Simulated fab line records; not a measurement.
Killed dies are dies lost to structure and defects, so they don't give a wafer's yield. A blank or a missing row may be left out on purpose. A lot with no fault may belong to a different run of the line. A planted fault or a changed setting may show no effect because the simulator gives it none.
fab line records | flow rit-cmos
record lots=6 | wafers=18 | last-day=6
route steps=202 shown REOX@99 NLDD@103 PLDD@115 SPACER@125 NSD@131 M1@202
lots untouched by any fault: they come from a run of this same line in which no faults occurred
start-h: hours from the record's opening day to when the first of the lot's shown wafers began | wait-h: hours since the lot's step before | " repeats the value in the row above | L1.1+2: several wafers, shown together as one row | - no value, or no start was given | * or withheld: withheld | < > ~ a bound
route shown NAME@n: a module of which the file shows steps, and the number in the route of the first | usual: average and standard deviation across the fault-free wafers | same: alike in all rows | chamber/n: place in a boat | sites: per-site readings | _std_site: the values' standard deviation | _edge_site: the outer-site mean with the inner-site mean subtracted | radius-mm: how far each site lies from the wafer's centre | mask NAME#n: copy n | behind: the last tool/chamber to shape the wafer | hold: why the lot was held/for how many hours/how that ended | device: transistor that didn't switch, given as n, p or np | end of line: at the end of the route, the tests of the same wafers | a step with no rows: only its recipe | killed: the dies lost at the first sort to structure and to defects; this is not the yield of the wafer | map: dies across one wafer; x = killed, . = not, _ = none there
set.NAME: the setting the step ran with; set.NAME@STEP: the setting that earlier step ran with | model.NAME: the simulator's own value behind a step, which no gauge read
lots at some steps of the route; a table a step, a row a wafer
services: a tool's chamber out of use, with start hour (start-h, from the record's first day; less than 0 if before it), hours out, and reason
## steps
# step RIT_REOX_CLEAN_01
# recipe chemistry=dHF | dilution=50:1 | time-s=30
# step RIT_REOX_CLEAN_02
# recipe chemistry=SC2 | mix=3:3:50 | time-s=600 | temp-c=75 | dry=n2-spin
# step RIT_REOX_OXIDATION_03
# recipe temp-c=900 | ambient=O2 | target-thk-a=252 | ox-time-s=5580
# step RIT_REOX_THK_MEAS_04
# recipe reads=SiO2_of_REOX_OXIDATION_03
# usual REOX_OXIDE_THK=25.4/0.5
lot.wafer | tool          | chamber | start-h | wait-h | REOX_OXIDE_THK[nm]
L119.3    | film-metro-01 | -       | 51.80   | 0.0    | 25.4
L119.4    | "             | -       | "       | "      | 25.1
L119.6    | "             | -       | "       | "      | 25.2
L125.2    | film-metro-02 | -       | 79.78   | 0.0    | 25.9
L125.4    | "             | -       | "       | "      | 26.0
L125.5    | "             | -       | "       | "      | 25.8
L126.2    | film-metro-02 | -       | 86.34   | 0.0    | 25.1
L126.3    | "             | -       | "       | "      | 25.5
L126.6    | "             | -       | "       | "      | 24.8
L130.1    | film-metro-03 | -       | 104.71  | 0.0    | 24.6
L130.3    | "             | -       | "       | "      | 24.7
L130.6    | "             | -       | "       | "      | 24.6
L132.2    | film-metro-02 | -       | 114.98  | 0.0    | 25.0
L132.3    | "             | -       | "       | "      | 24.9
L132.5    | "             | -       | "       | "      | 25.7
L135.1    | film-metro-01 | -       | 131.00  | 0.0    | 24.9
L135.3    | "             | -       | "       | "      | 24.7
L135.6    | "             | -       | "       | "      | 24.7
# step RIT_NLDD_HMDS_00
# recipe prime-time-s=60 | prime-temp-c=140
# step RIT_NLDD_COAT_01
# recipe resist=NOVOLAK | spin-rpm=3250 | resist-thk-nm=1000
# step RIT_NLDD_SOFTBAKE_02
# recipe resist=NOVOLAK | temp-c=90 | time-s=60
# step RIT_NLDD_EXPOSE_03
# recipe mask-id=M7 | na=0.57 | target-cd-nm=40700 | dose-mj=250
# step RIT_NLDD_PEB_04
# recipe resist=NOVOLAK | temp-c=withheld | time-s=withheld
# step RIT_NLDD_DEVELOP_05
# recipe resist=NOVOLAK | develop-time-s=50 | dev-temp-c=23
# step RIT_NLDD_OVL_MEAS_06
# usual NLDD_OVL=1.4/1.3
lot.wafer | tool       | chamber | start-h | wait-h | NLDD_OVL[nm]
L119.3    | overlay-01 | -       | 52.95   | -      | 2.9
L119.4    | "          | -       | "       | "      | 1.4
L119.6    | "          | -       | "       | "      | 1.4
L125.2    | overlay-02 | -       | 80.84   | -      | 1.9
L125.4    | "          | -       | "       | "      | 2.2
L125.5    | "          | -       | "       | "      | 2.4
L126.2    | overlay-01 | -       | 87.24   | -      | 0.3
L126.3    | "          | -       | "       | "      | -0.2
L126.6    | "          | -       | "       | "      | -0.3
L130.1    | overlay-01 | -       | 105.62  | -      | 2.2
L130.3    | "          | -       | "       | "      | 2.1
L130.6    | "          | -       | "       | "      | 2.5
L132.2    | overlay-01 | -       | 116.01  | -      | 4.0
L132.3    | "          | -       | "       | "      | 2.6
L132.5    | "          | -       | "       | "      | 4.0
L135.1    | overlay-02 | -       | 132.03  | -      | -0.9
L135.3    | "          | -       | "       | "      | 0.6
L135.6    | "          | -       | "       | "      | -0.7
# step RIT_NLDD_HARDBAKE_07
# recipe resist=NOVOLAK | temp-c=140 | time-s=60
# step RIT_NLDD_IMPLANT_08
# recipe species=P | energy-kev=20 | dose-cm2=5e+14 | tilt-deg=7
# usual beam-energy-keV=20.002/0.0064
# same implant-ion-amu=31
lot.wafer | tool         | chamber | start-h | wait-h | beam-energy-keV | model.implant.rp-nm | model.implant.drp-nm
L119.3    | implanter-01 | 0       | 53.18   | 0.1    | 20.002          | 27.2                | 12.97
L119.4    | "            | 0       | "       | "      | 20.006          | 27.2                | 12.97
L119.6    | "            | 0       | "       | "      | 20.001          | 27.2                | 12.97
L125.2    | implanter-04 | 0       | 81.05   | 0.1    | 20.000          | 27.6                | 12.97
L125.4    | "            | 0       | "       | "      | 20.005          | 27.6                | 12.97
L125.5    | "            | 0       | "       | "      | 20.001          | 27.6                | 12.97
L126.2    | implanter-01 | 0       | 87.45   | 0.1    | 26.002          | 33.37               | 15.19
L126.3    | "            | 0       | "       | "      | 26.003          | 33.37               | 15.19
L126.6    | "            | 0       | "       | "      | 26.001          | 33.37               | 15.19
L130.1    | implanter-01 | 0       | 105.81  | 0.1    | 26.000          | 34.06               | 15.19
L130.3    | "            | 0       | "       | "      | 26.002          | 34.06               | 15.19
L130.6    | "            | 0       | "       | "      | 26.005          | 34.06               | 15.19
L132.2    | implanter-03 | 0       | 116.21  | 0.1    | 20.000          | 28.37               | 12.97
L132.3    | "            | 0       | "       | "      | 20.001          | 28.37               | 12.97
L132.5    | "            | 0       | "       | "      | 20.007          | 28.37               | 12.97
L135.1    | implanter-03 | 0       | 132.21  | 0.1    | 19.994          | 27.65               | 12.97
L135.3    | "            | 0       | "       | "      | 19.998          | 27.65               | 12.97
L135.6    | "            | 0       | "       | "      | 19.989          | 27.65               | 12.97
# step RIT_NLDD_STRIP_09
# recipe chemistry=O2 | time-s=180 | resist=NOVOLAK | platen-temp-c=withheld | power-w=500 | pressure-mtorr=4000 | o2-flow-sccm=4000
# usual drypump-motor-current-A=5.47/0.28 | o2-flow-sccm=4001/12
lot.wafer | tool            | chamber | start-h | wait-h | drypump-motor-current-A | o2-flow-sccm | rf-hours-counter-h
L119.3    | plasma-asher-04 | 0       | 53.34   | 0.1    | 5.40                    | 4002         | -
L119.4    | "               | 1       | "       | "      | 5.04                    | 3996         | -
L119.6    | "               | 0       | "       | "      | 5.44                    | 4000         | -
L125.2    | plasma-asher-03 | 0       | 81.17   | 0.1    | 5.96                    | 3990         | 47
L125.4    | "               | 1       | "       | "      | 5.46                    | 4005         | -
L125.5    | "               | 0       | "       | "      | 5.97                    | 3994         | -
L126.2    | plasma-asher-04 | 1       | 87.57   | 0.1    | 5.05                    | 4021         | 50
L126.3    | "               | 0       | "       | "      | 5.43                    | 4002         | -
L126.6    | "               | 0       | "       | "      | 5.45                    | 4002         | -
L130.1    | plasma-asher-04 | 0       | 105.96  | 0.1    | 5.42                    | 3990         | 52
L130.3    | "               | 0       | "       | "      | 5.43                    | 3985         | -
L130.6    | "               | 0       | "       | "      | 5.44                    | 3982         | -
L132.2    | plasma-asher-03 | 0       | 116.34  | 0.1    | 5.95                    | 3996         | 48
L132.3    | "               | 1       | "       | "      | 5.45                    | 3995         | -
L132.5    | "               | 1       | "       | "      | 5.46                    | 3997         | -
L135.1    | plasma-asher-02 | 1       | 132.36  | 0.1    | 5.53                    | 3975         | 2
L135.3    | "               | 1       | "       | "      | 5.52                    | 3996         | -
L135.6    | "               | 1       | "       | "      | 5.55                    | 3999         | -
# step RIT_NLDD_TW_MEAS_10
# usual NLDD_TW=2470/12
lot.wafer | tool          | chamber | start-h | wait-h | hold                     | NLDD_TW
L119.3    | film-metro-03 | -       | 53.47   | 0.1    | -                        | 2479
L119.4    | "             | -       | "       | "      | -                        | 2479
L119.6    | "             | -       | "       | "      | -                        | 2479
L125.2    | film-metro-04 | -       | 81.36   | 0.1    | -                        | 2462
L125.4    | "             | -       | "       | "      | -                        | 2455
L125.5    | "             | -       | "       | "      | -                        | 2453
L126.2    | film-metro-04 | -       | 87.76   | 0.1    | await-dispo/0.2h/release | 2639
L126.3    | "             | -       | "       | "      | await-dispo/0.2h/release | 2642
L126.6    | "             | -       | "       | "      | await-dispo/0.2h/release | 2646
L126.2    | film-metro-04 | -       | 87.98   | 0.2    | -                        | 2645
L126.3    | "             | -       | "       | "      | -                        | 2644
L126.6    | "             | -       | "       | "      | -                        | 2655
L130.1    | film-metro-04 | -       | 106.13  | 0.1    | await-dispo/0.2h/release | 2660
L130.3    | "             | -       | "       | "      | await-dispo/0.2h/release | 2638
L130.6    | "             | -       | "       | "      | await-dispo/0.2h/release | 2654
L130.1    | film-metro-04 | -       | 106.36  | 0.2    | -                        | 2653
L130.3    | "             | -       | "       | "      | -                        | 2663
L130.6    | "             | -       | "       | "      | -                        | 2663
L132.2    | film-metro-04 | -       | 116.52  | 0.1    | -                        | 2475
L132.3    | "             | -       | "       | "      | -                        | 2471
L132.5    | "             | -       | "       | "      | -                        | 2473
L135.1    | film-metro-03 | -       | 132.54  | 0.1    | -                        | 2471
L135.3    | "             | -       | "       | "      | -                        | 2482
L135.6    | "             | -       | "       | "      | -                        | 2465
# step RIT_PLDD_COAT_01
# recipe resist=NOVOLAK | spin-rpm=3250 | resist-thk-nm=1013
# step RIT_PLDD_SOFTBAKE_02
# recipe resist=NOVOLAK | temp-c=90 | time-s=60
# step RIT_PLDD_EXPOSE_03
# recipe mask-id=M8 | na=0.57 | target-cd-nm=40900 | dose-mj=250
# step RIT_PLDD_PEB_04
# recipe resist=NOVOLAK | temp-c=withheld | time-s=withheld
# step RIT_PLDD_DEVELOP_05
# recipe resist=NOVOLAK | develop-time-s=50 | dev-temp-c=23
# step RIT_PLDD_OVL_MEAS_06
# usual PLDD_OVL=-0.7/1.4
lot.wafer | tool       | chamber | start-h | wait-h | PLDD_OVL[nm]
L119.3    | overlay-01 | -       | 54.50   | -      | 1.4
L119.4    | "          | -       | "       | "      | 2.0
L119.6    | "          | -       | "       | "      | 0.7
L125.2    | overlay-02 | -       | 82.26   | -      | 0.4
L125.4    | "          | -       | "       | "      | -1.9
L125.5    | "          | -       | "       | "      | -2.0
L126.2    | overlay-02 | -       | 92.41   | -      | -1.6
L126.3    | "          | -       | "       | "      | -0.7
L126.6    | "          | -       | "       | "      | -0.8
L130.1    | overlay-01 | -       | 108.44  | -      | 0.5
L130.3    | "          | -       | "       | "      | -0.3
L130.6    | "          | -       | "       | "      | 0.5
L132.2    | overlay-02 | -       | 117.43  | -      | 0.7
L132.3    | "          | -       | "       | "      | -0.8
L132.5    | "          | -       | "       | "      | 0.2
L135.1    | overlay-02 | -       | 133.57  | -      | 1.8
L135.3    | "          | -       | "       | "      | 0.9
L135.6    | "          | -       | "       | "      | 1.5
# step RIT_PLDD_HARDBAKE_07
# recipe resist=NOVOLAK | temp-c=140 | time-s=60
# step RIT_PLDD_IMPLANT_08
# recipe species=BF2 | energy-kev=20 | dose-cm2=9e+14 | tilt-deg=7
# step RIT_PLDD_STRIP_09
# recipe chemistry=O2 | time-s=180 | resist=NOVOLAK | platen-temp-c=withheld | power-w=500 | pressure-mtorr=4000 | o2-flow-sccm=4000
# usual drypump-motor-current-A=5.70/0.22 | o2-flow-sccm=3999/12
lot.wafer | tool            | chamber | start-h | wait-h | drypump-motor-current-A | o2-flow-sccm | rf-hours-counter-h
L119.3    | plasma-asher-01 | 1       | 54.88   | 0.1    | 5.77                    | 4006         | -
L119.4    | "               | 0       | "       | "      | 6.17                    | 4012         | -
L119.6    | "               | 0       | "       | "      | 6.20                    | 4005         | -
L125.2    | plasma-asher-01 | 1       | 82.74   | 0.1    | 5.76                    | 3996         | 31
L125.4    | "               | 0       | "       | "      | 6.16                    | 3985         | -
L125.5    | "               | 0       | "       | "      | 6.16                    | 3994         | -
L126.2    | plasma-asher-02 | 0       | 92.88   | 0.2    | 5.63                    | 4000         | 37
L126.3    | "               | 1       | "       | "      | 5.55                    | 3995         | -
L126.6    | "               | 1       | "       | "      | 5.55                    | 3989         | -
L130.1    | plasma-asher-02 | 1       | 117.75  | 9.0    | 5.55                    | 3990         | 40
L130.3    | "               | 0       | "       | "      | 5.62                    | 4007         | -
L130.6    | "               | 0       | "       | "      | 5.60                    | 4024         | -
L132.2    | plasma-asher-02 | 1       | 117.76  | 0.1    | 5.53                    | 3991         | 0
L132.3    | "               | 0       | "       | "      | 5.64                    | 4010         | -
L132.5    | "               | 1       | "       | "      | 5.56                    | 3987         | -
L135.1    | plasma-asher-02 | 1       | 133.91  | 0.1    | 5.52                    | 3993         | 2
L135.3    | "               | 1       | "       | "      | 5.54                    | 3989         | -
L135.6    | "               | 0       | "       | "      | 5.62                    | 3960         | -
# step RIT_PLDD_TW_MEAS_10
# usual PLDD_TW=2330/12
lot.wafer | tool          | chamber | start-h | wait-h | PLDD_TW
L119.3    | film-metro-04 | -       | 55.02   | 0.1    | 2344
L119.4    | "             | -       | "       | "      | 2330
L119.6    | "             | -       | "       | "      | 2334
L125.2    | film-metro-03 | -       | 82.93   | 0.1    | 2351
L125.4    | "             | -       | "       | "      | 2343
L125.5    | "             | -       | "       | "      | 2344
L126.2    | film-metro-04 | -       | 93.74   | 0.8    | 2318
L126.3    | "             | -       | "       | "      | 2327
L126.6    | "             | -       | "       | "      | 2314
L130.1    | film-metro-03 | -       | 117.92  | 0.1    | 2364
L130.3    | "             | -       | "       | "      | 2352
L130.6    | "             | -       | "       | "      | 2335
L132.2    | film-metro-04 | -       | 117.94  | 0.1    | 2315
L132.3    | "             | -       | "       | "      | 2333
L132.5    | "             | -       | "       | "      | 2337
L135.1    | film-metro-03 | -       | 134.08  | 0.1    | 2332
L135.3    | "             | -       | "       | "      | 2331
L135.6    | "             | -       | "       | "      | 2345
# step RIT_SPACER_CLEAN_00
# recipe chemistry=SC1 | mix=3:3:50 | time-s=600 | temp-c=75
# step RIT_SPACER_CLEAN_01
# recipe chemistry=dHF | dilution=50:1 | time-s=30
# step RIT_SPACER_CLEAN_02
# recipe chemistry=SC2 | mix=3:3:50 | time-s=600 | temp-c=75 | dry=n2-spin
# step RIT_SPACER_CVD_03
# recipe material=Si3N4 | target-thk-nm=250 | temp-c=810 | precursor=SiH2Cl2/NH3 | time-s=3300 | pressure-mtorr=300 | sih2cl2-flow-sccm=60 | nh3-flow-sccm=150
# step RIT_SPACER_THK_MEAS_04
# recipe reads=Si3N4_of_SPACER_CVD_03
# usual SPACER_NITRIDE_THK=250.5/2
lot.wafer | tool          | chamber | start-h | wait-h | SPACER_NITRIDE_THK[nm]
L119.3    | film-metro-01 | -       | 57.36   | 0.0    | 251.3
L119.4    | "             | -       | "       | "      | 251.2
L119.6    | "             | -       | "       | "      | 251.7
L125.2    | film-metro-04 | -       | 85.27   | 0.0    | 247.9
L125.4    | "             | -       | "       | "      | 248.4
L125.5    | "             | -       | "       | "      | 249.7
L126.2    | film-metro-02 | -       | 97.29   | 0.0    | 255.4
L126.3    | "             | -       | "       | "      | 253.1
L126.6    | "             | -       | "       | "      | 253.5
L132.2    | film-metro-01 | -       | 120.29  | 0.0    | 251.7
L132.3    | "             | -       | "       | "      | 251.6
L132.5    | "             | -       | "       | "      | 251.0
L130.1    | film-metro-04 | -       | 120.45  | 0.0    | 251.5
L130.3    | "             | -       | "       | "      | 251.2
L130.6    | "             | -       | "       | "      | 252.1
L135.1    | film-metro-04 | -       | 136.43  | 0.0    | 252.8
L135.3    | "             | -       | "       | "      | 251.9
L135.6    | "             | -       | "       | "      | 252.6
# step RIT_SPACER_ETCHBACK_05
# recipe target-depth-a=2500 | SF6_flow_sccm=30 | CHF3_flow_sccm=30 | target=Si3N4 | chemistry=SF6/CHF3 | pressure-mtorr=40 | rf-w=250 | time-s=230.9 | stop-on=SiO2
# usual drypump-motor-current-A=5.8/0.43 | oes-product-au=0.869/0.016 | rf-fwd-power-W=249.2/0.78 | throttle-valve-pct=10.29/0.12
lot.wafer | tool        | chamber | start-h | wait-h | drypump-motor-current-A | oes-product-au | rf-fwd-power-W | rf-hours-counter-h | throttle-valve-pct
L119.3    | rie-diel-02 | 1       | 57.40   | 0.0    | 4.9                     | 0.890          | 248.6          | 150                | 10.23
L119.4    | "           | 3       | "       | "      | 6.0                     | 0.885          | 249.3          | 119                | 10.46
L119.6    | "           | 3       | "       | "      | 6.0                     | 0.889          | 248.9          | -                  | 10.49
L125.2    | rie-diel-01 | 2       | 85.32   | 0.0    | 5.7                     | 0.884          | 247.8          | 56                 | 10.39
L125.4    | "           | 3       | "       | "      | 5.6                     | 0.881          | 250.0          | 5                  | 10.50
L125.5    | "           | 1       | "       | "      | 6.6                     | 0.873          | 248.6          | -                  | 10.07
L126.2    | rie-diel-01 | 1       | 97.34   | 0.0    | 6.6                     | 0.885          | 249.1          | 7                  | 10.08
L126.3    | "           | 2       | "       | "      | 5.7                     | 0.898          | 248.5          | 56                 | 10.40
L126.6    | "           | 0       | "       | "      | 5.5                     | 0.882          | 250.0          | -                  | 10.32
L132.2    | rie-diel-02 | 1       | 120.34  | 0.0    | 4.9                     | 0.884          | 250.7          | 151                | 10.21
L132.3    | "           | 0       | "       | "      | 5.3                     | 0.848          | 248.4          | 6                  | 10.35
L132.5    | "           | 1       | "       | "      | 4.9                     | 0.886          | 251.5          | -                  | 10.22
L130.1    | rie-diel-03 | 1       | 120.51  | 0.1    | 6.0                     | 0.854          | 250.6          | 59                 | 10.20
L130.3    | "           | 3       | "       | "      | 5.8                     | 0.866          | 248.8          | 66                 | 10.20
L130.6    | "           | 0       | "       | "      | 5.3                     | 0.856          | 248.2          | -                  | 10.41
L135.1    | rie-diel-03 | 1       | 136.49  | 0.1    | 6.1                     | 0.870          | 248.3          | 59                 | 10.21
L135.3    | "           | 3       | "       | "      | 5.9                     | 0.857          | 248.9          | 67                 | 10.20
L135.6    | "           | 3       | "       | "      | 5.8                     | 0.860          | 249.1          | -                  | 10.20
# step RIT_NSD_HMDS_00
# recipe prime-time-s=60 | prime-temp-c=140
# step RIT_NSD_COAT_01
# recipe resist=NOVOLAK | spin-rpm=3250 | resist-thk-nm=1000
# step RIT_NSD_SOFTBAKE_02
# recipe resist=NOVOLAK | temp-c=90 | time-s=60
# step RIT_NSD_EXPOSE_03
# recipe mask-id=M9 | na=0.57 | target-cd-nm=40700 | dose-mj=250
# step RIT_NSD_PEB_04
# recipe resist=NOVOLAK | temp-c=withheld | time-s=withheld
# step RIT_NSD_DEVELOP_05
# recipe resist=NOVOLAK | develop-time-s=50 | dev-temp-c=23
# step RIT_NSD_OVL_MEAS_06
# usual NSD_OVL=-1.5/2
lot.wafer | tool       | chamber | start-h | wait-h | NSD_OVL[nm]
L119.3    | overlay-02 | -       | 58.43   | -      | -3.8
L119.4    | "          | -       | "       | "      | -1.3
L119.6    | "          | -       | "       | "      | -0.7
L125.2    | overlay-01 | -       | 86.60   | -      | -2.9
L125.4    | "          | -       | "       | "      | -3.8
L125.5    | "          | -       | "       | "      | -4.0
L126.2    | overlay-02 | -       | 98.51   | -      | -3.5
L126.3    | "          | -       | "       | "      | -3.7
L126.6    | "          | -       | "       | "      | -3.6
L132.2    | overlay-02 | -       | 121.51  | -      | 0.9
L132.3    | "          | -       | "       | "      | 0.0
L132.5    | "          | -       | "       | "      | 0.3
L130.1    | overlay-02 | -       | 121.87  | -      | 1.6
L130.3    | "          | -       | "       | "      | 0.1
L130.6    | "          | -       | "       | "      | 1.2
L135.1    | overlay-01 | -       | 137.61  | -      | -3.0
L135.3    | "          | -       | "       | "      | -3.9
L135.6    | "          | -       | "       | "      | -4.3
# step RIT_NSD_HARDBAKE_07
# recipe resist=NOVOLAK | temp-c=140 | time-s=60
# step RIT_NSD_IMPLANT_08
# recipe species=P | energy-kev=25 | dose-cm2=1e+15 | tilt-deg=7
# step RIT_NSD_STRIP_09
# recipe chemistry=O2 | time-s=180 | resist=NOVOLAK | platen-temp-c=withheld | power-w=500 | pressure-mtorr=4000 | o2-flow-sccm=4000
# usual drypump-motor-current-A=5.6/0.4 | o2-flow-sccm=4004/12
lot.wafer | tool            | chamber | start-h | wait-h | drypump-motor-current-A | o2-flow-sccm | rf-hours-counter-h
L119.3    | plasma-asher-01 | 0       | 58.81   | 0.1    | 6.2                     | 4006         | -
L119.4    | "               | 1       | "       | "      | 5.8                     | 3998         | -
L119.6    | "               | 1       | "       | "      | 5.7                     | 3997         | -
L125.2    | plasma-asher-04 | 0       | 86.93   | 0.1    | 5.4                     | 4003         | 49
L125.4    | "               | 1       | "       | "      | 5.1                     | 4023         | -
L125.5    | "               | 1       | "       | "      | 5.1                     | 3997         | -
L126.2    | plasma-asher-04 | 1       | 98.84   | 0.1    | 5.1                     | 4003         | 50
L126.3    | "               | 1       | "       | "      | 5.0                     | 4005         | -
L126.6    | "               | 0       | "       | "      | 5.4                     | 4016         | -
L132.2    | plasma-asher-04 | 1       | 121.84  | 0.1    | 5.0                     | 3972         | 54
L132.3    | "               | 0       | "       | "      | 5.4                     | 4003         | -
L132.5    | "               | 1       | "       | "      | 5.1                     | 3976         | -
L130.1    | plasma-asher-04 | 1       | 122.21  | 0.1    | 5.0                     | 4037         | 53
L130.3    | "               | 1       | "       | "      | 5.0                     | 4015         | -
L130.6    | "               | 0       | "       | "      | 5.4                     | 4011         | -
L135.1    | plasma-asher-01 | 0       | 137.95  | 0.1    | 6.2                     | 4018         | 37
L135.3    | "               | 1       | "       | "      | 5.7                     | 3977         | -
L135.6    | "               | 0       | "       | "      | 6.2                     | 3994         | -
# step RIT_SDANNEAL_RS_MEAS_07
# recipe thk-meas-gauge=four-point-probe
# usual NLDD_RS=151.7/0.63
lot.wafer | tool          | chamber | start-h | wait-h | hold                     | NLDD_RS[ohm/sq]
L119.3    | film-metro-03 | -       | 61.38   | 0.1    | -                        | 151.4
L119.4    | "             | -       | "       | "      | -                        | 151.4
L119.6    | "             | -       | "       | "      | -                        | 151.0
L125.2    | film-metro-03 | -       | 89.42   | 0.1    | -                        | 151.4
L125.4    | "             | -       | "       | "      | -                        | 151.5
L125.5    | "             | -       | "       | "      | -                        | 151.4
L126.2    | film-metro-04 | -       | 102.17  | 0.2    | await-dispo/0.2h/release | 145.5
L126.3    | "             | -       | "       | "      | await-dispo/0.2h/release | 144.6
L126.6    | "             | -       | "       | "      | await-dispo/0.2h/release | 145.6
L126.2    | film-metro-04 | -       | 102.45  | 0.3    | -                        | 145.7
L126.3    | "             | -       | "       | "      | -                        | 145.0
L126.6    | "             | -       | "       | "      | -                        | 145.8
L132.2    | film-metro-04 | -       | 124.43  | 0.1    | -                        | 151.1
L132.3    | "             | -       | "       | "      | -                        | 151.8
L132.5    | "             | -       | "       | "      | -                        | 151.3
L130.1    | film-metro-03 | -       | 124.68  | 0.1    | await-dispo/0.2h/release | 147.5
L130.3    | "             | -       | "       | "      | await-dispo/0.2h/release | 147.1
L130.6    | "             | -       | "       | "      | await-dispo/0.2h/release | 147.2
L130.1    | film-metro-03 | -       | 124.97  | 0.3    | -                        | 147.2
L130.3    | "             | -       | "       | "      | -                        | 147.1
L130.6    | "             | -       | "       | "      | -                        | 147.2
L135.1    | film-metro-02 | -       | 140.39  | 0.1    | -                        | 152.4
L135.3    | "             | -       | "       | "      | -                        | 152.0
L135.6    | "             | -       | "       | "      | -                        | 152.7
# step RIT_M1_PROBE_99
# usual killed-at-front-end=7/3 | killed-dies=7/3 | killed-open=3.2/1.8 | killed-short=3.5/2.1
# same gross-dies=264 | killed_at_M0_to_M3=0 | killed_at_M4_up=0 | killed-at-back-side=0 | killed-at-contacts=0 | killed-at-other=0
lot.wafer | tool      | chamber | start-h | wait-h | killed-at-front-end | killed-dies | killed-open | killed-short
L119.3    | prober-01 | -       | 68.64   | 0.2    | 5                   | 5           | 1           | 4
L119.4    | prober-01 | -       | 68.69   | 0.2    | 5                   | 5           | 3           | 2
L119.6    | prober-01 | -       | 68.79   | 0.2    | 3                   | 3           | 3           | 0
L126.2    | prober-01 | -       | 114.77  | 0.1    | 3                   | 3           | 1           | 2
L126.3    | prober-01 | -       | 114.82  | 0.2    | 11                  | 11          | 5           | 6
L126.6    | prober-01 | -       | 114.97  | 0.2    | 8                   | 8           | 6           | 2
L130.1    | prober-01 | -       | 136.18  | 0.1    | 7                   | 7           | 2           | 5
L130.3    | prober-01 | -       | 136.28  | 0.2    | 2                   | 2           | 1           | 1
L130.6    | prober-01 | -       | 136.43  | 0.2    | 12                  | 12          | 5           | 7
L135.1    | prober-02 | -       | 147.86  | 0.1    | 3                   | 3           | 1           | 2
L135.3    | prober-02 | -       | 147.96  | 0.2    | 10                  | 10          | 7           | 3
L135.6    | prober-02 | -       | 148.11  | 0.2    | 9                   | 9           | 6           | 3
# killed by level:class
L119.3 SPACER:geometric-particle:short=3 REOX:geometric-particle:short=1 SILICIDE:geometric-particle:open=1
L119.4 GATE:geometric-particle:open=3 GATE:geometric-particle:short=1 SPACER:geometric-particle:short=1
L119.6 SPACER:geometric-particle:open=2 SILICIDE:geometric-particle:open=1
L126.2 GATE:geometric-particle:short=2 SPACER:geometric-particle:open=1
L126.3 GATE:geometric-particle:short=4 GATE:geometric-particle:open=3 SILICIDE:geometric-particle:open=2 FOX1:geometric-particle:short=1 SPACER:geometric-particle:short=1
L126.6 GATE:geometric-particle:open=3 FOX2:geometric-particle:open=2 FOX1:geometric-particle:short=1 SPACER:geometric-particle:open=1 SILICIDE:geometric-particle:short=1
L130.1 GATE:geometric-particle:short=2 FOX1:geometric-particle:open=1 REOX:geometric-particle:short=1 SPACER:geometric-particle:short=1 SPACER:geometric-particle:open=1 SILICIDE:geometric-particle:short=1
L130.3 GATE:geometric-particle:open=1 GATE:geometric-particle:short=1
L130.6 FOX1:geometric-particle:short=2 FOX1:geometric-particle:open=2 GATE:geometric-particle:short=2 REOX:geometric-particle:open=2 GATE:geometric-particle:open=1 REOX:geometric-particle:short=1 SPACER:geometric-particle:short=1 SILICIDE:geometric-particle:short=1
L135.1 FOX1:geometric-particle:open=1 GATE:geometric-particle:short=1 SILICIDE:geometric-particle:short=1
L135.3 GATE:geometric-particle:open=4 FOX2:geometric-particle:open=3 GATE:geometric-particle:short=2 SILICIDE:geometric-particle:short=1
L135.6 FOX1:geometric-particle:open=2 FOX2:geometric-particle:open=2 GATE:geometric-particle:open=2 FOX1:geometric-particle:short=1 FOX2:geometric-particle:short=1 SPACER:geometric-particle:short=1
## services
tool            | chamber | start-h | hours | kind
rie-diel-02     | 1       | 32.02   | 2.8   | repair
implanter-01    | -       | 44.91   | 1.5   | repair
rie-diel-02     | 1       | 58.30   | 5.1   | repair
plasma-asher-03 | -       | 60.21   | 2.8   | pm
implanter-04    | -       | 60.82   | 4.7   | repair
implanter-01    | -       | 78.50   | 6.1   | repair
plasma-asher-03 | -       | 81.50   | 28.1  | pm
rie-diel-03     | 1       | 82.04   | 5.8   | repair
implanter-03    | -       | 82.41   | 4.7   | pm
rie-diel-02     | 1       | 90.58   | 3.9   | repair
implanter-01    | -       | 97.13   | 8.4   | repair
rie-diel-02     | 2       | 104.33  | 14.5  | repair
rie-diel-01     | -       | 107.19  | 14.6  | pm
plasma-asher-02 | 0       | 117.75  | -     | clean
plasma-asher-02 | 1       | 117.75  | -     | clean
rie-diel-01     | -       | 122.60  | 1.5   | repair
rie-diel-02     | 0       | 128.17  | 2.4   | repair
implanter-04    | -       | 129.17  | 8.5   | repair
implanter-03    | -       | 129.79  | 1.3   | repair
rie-diel-01     | 2       | 135.59  | 19.8  | repair
## key
first-sign step=RIT_NLDD_IMPLANT_08 | reading=beam-energy-keV | direction=up | sigmas=99+ | usual=20.002 | struck=26.002
effect step=RIT_NLDD_TW_MEAS_10 | reading=visit | direction=added
effect step=RIT_NLDD_TW_MEAS_10 | reading=NLDD_TW | direction=up | sigmas=15 | usual=2470 | struck=2646
effect step=RIT_SDANNEAL_RS_MEAS_07 | reading=NLDD_RS | direction=down | sigmas=8.6 | usual=151.7 | struck=146.3
model-effect step=RIT_NLDD_IMPLANT_08 | value=implant.rp-nm | without=28.23 | struck=33.71
met-at RIT_NLDD_IMPLANT_08
struck-wafers L126.2,L126.3,L126.6,L130.1,L130.3,L130.6
tester-left-out L126,L130
onset-between 53.18 87.45
fault kind=process-parameter-drift | tool=implanter-01 | chamber=- | onset-h=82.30 | steps=RIT_NLDD_IMPLANT_08 | channel=energy-kev | offset=6 | shape=step | end-h=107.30 | acts-in=these-recipes-only | stated=20
# tester-left-out: of these lots the tester's yield and bins aren't shown, on N5 and GAA mostly nor the transistor test; their killed dies are dies lost to structure and defects alone, not to doping, threshold or leakage, so they don't give the yield
